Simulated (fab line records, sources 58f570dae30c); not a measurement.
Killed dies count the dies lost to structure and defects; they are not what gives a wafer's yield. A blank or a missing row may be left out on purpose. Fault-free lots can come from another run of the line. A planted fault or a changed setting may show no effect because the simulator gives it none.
A lot that was struck, set against a sound lot / flow berkeley cmos170 / 28 out of 331 route steps
Sound: the wafers L257.3, L257.4, L257.6. Struck: wafers L248.2, L248.3, L248.4. Last of all comes the cause.
Order at every step that has rows: each side's tool, ch and its chambers, its first start. Under that, the readings that differ: sound wafers / struck wafers / difference of the means / sigmas: that difference in standard deviations of wafers without a fault.
alike: a reading whose means differ by less than 2 such deviations, as well as words and numbers matching on both sides. not compared: withheld readings; readings where some wafer has no value; bounds like >300 that might hide an equal value; numbers whose values overlap and for which the record gives no deviation.
Wherever a step has rows on one side only, a row that says differs or no value, or a row with sigmas, the two part there. Numbers that don't overlap but have no deviation are shown without sigmas and don't part them. A reading missing from all wafers of one side parts the sides only when that side holds two or more wafers.

UCB170_GATE_CD_MEAS_90 targets a cd of 350 nm.
  sound: cd sem-02 at day 11 18:48; struck: cd sem-02 at day 10 02:04
  alike: cd nm
then, 7 steps without rows for these wafers: UCB170_GATE_CLEAN_17 (cleans in SPM, time 600 s); UCB170_PLDD_HMDS_00 (prime time 60 s); UCB170_PLDD_COAT_01 (resist thk 900 nm); UCB170_PLDD_SOFTBAKE_02 (time 60 s); UCB170_PLDD_EXPOSE_03 (exposes mask PSELECT, target cd 1200 nm); UCB170_PLDD_PEB_04; UCB170_PLDD_DEVELOP_05 (develop time 45 s).
UCB170_PLDD_CD_MEAS_06 targets a cd of 1200 nm.
  sound: cd sem-02 at day 11 20:04; struck: cd sem-02 at day 10 04:25
  alike: cd nm
UCB170_PLDD_OVL_MEAS_07:
  sound: overlay-01 at day 11 20:10; struck: overlay-01 at day 10 04:31
  alike: PLDD_OVL
then, 2 steps without rows for these wafers: UCB170_PLDD_IMPLANT_08; UCB170_PLDD_IMPLANT_09.
UCB170_PLDD_STRIP_10: strips in O2.
  sound on plasma asher-03 ch 0,1, day 11 20:31; struck on plasma asher-03 ch 0,1, day 10 04:51
  no value came back on the struck wafers for any of 6 readings (chamber pressure mTorr (mTorr), drypump motor current A (A) and others); on the sound wafers chamber pressure mTorr (mTorr) reads 3498.5 3500.4 3502.4
reading=model.KrF_of_PLDD_COAT_01.thk nm (nm); sound=0 0 0; struck=888.4 889.9 887.3; difference=+888.5; sigmas=
  not compared: rf hours counter h
UCB170_PLDD_TW_MEAS_11:
  sound: film metro-02 at day 11 20:40; struck: film metro-03 at day 10 04:58
  alike: PLDD_TW
then, 7 steps without rows for these wafers: UCB170_PLDD_CLEAN_12 (cleans in SPM, time 600 s); UCB170_NLDD_HMDS_00 (prime time 60 s); UCB170_NLDD_COAT_01 (resist thk 900 nm); UCB170_NLDD_SOFTBAKE_02 (time 60 s); UCB170_NLDD_EXPOSE_03 (exposes mask NSELECT, target cd 1200 nm); UCB170_NLDD_PEB_04; UCB170_NLDD_DEVELOP_05 (develop time 45 s).
UCB170_NLDD_CD_MEAS_06 targets a cd of 1200 nm.
  sound: cd sem-02 at day 11 21:53; struck: cd sem-02 at day 10 06:11
  alike: cd nm
UCB170_NLDD_OVL_MEAS_07:
  sound: overlay-02 at day 11 21:58; struck: overlay-01 at day 10 06:18
  alike: NLDD_OVL
then, 2 steps without rows for these wafers: UCB170_NLDD_IMPLANT_08; UCB170_NLDD_IMPLANT_09.
UCB170_NLDD_STRIP_10: strips in O2.
  sound on plasma asher-03 ch 0,1, day 11 22:20; struck on plasma asher-02 ch 0,1, day 10 06:38
reading=strip time to endpoint s (s); sound=21.58 21.66 21.59; struck=47.91 47.97 47.94; difference=+26.33; sigmas=+99 or more
  alike: chamber pressure mTorr, drypump motor current A, o2 flow sccm, oes product au
  not compared: rf hours counter h
UCB170_NLDD_TW_MEAS_11:
  sound: film metro-04 at day 11 22:25; struck: film metro-03 at day 10 06:44
reading=NLDD_TW; sound=2208 2215 2209; struck=30 30 30; difference=-2181; sigmas=-99 or more
then, 1 step without rows for these wafers: UCB170_NLDD_CLEAN_12 (cleans in SPM, time 600 s).

== WHERE THEY PART ==
Last at UCB170_NLDD_TW_MEAS_11 as far as this record goes, first at UCB170_PLDD_STRIP_10.

WHY: what the simulator had put in
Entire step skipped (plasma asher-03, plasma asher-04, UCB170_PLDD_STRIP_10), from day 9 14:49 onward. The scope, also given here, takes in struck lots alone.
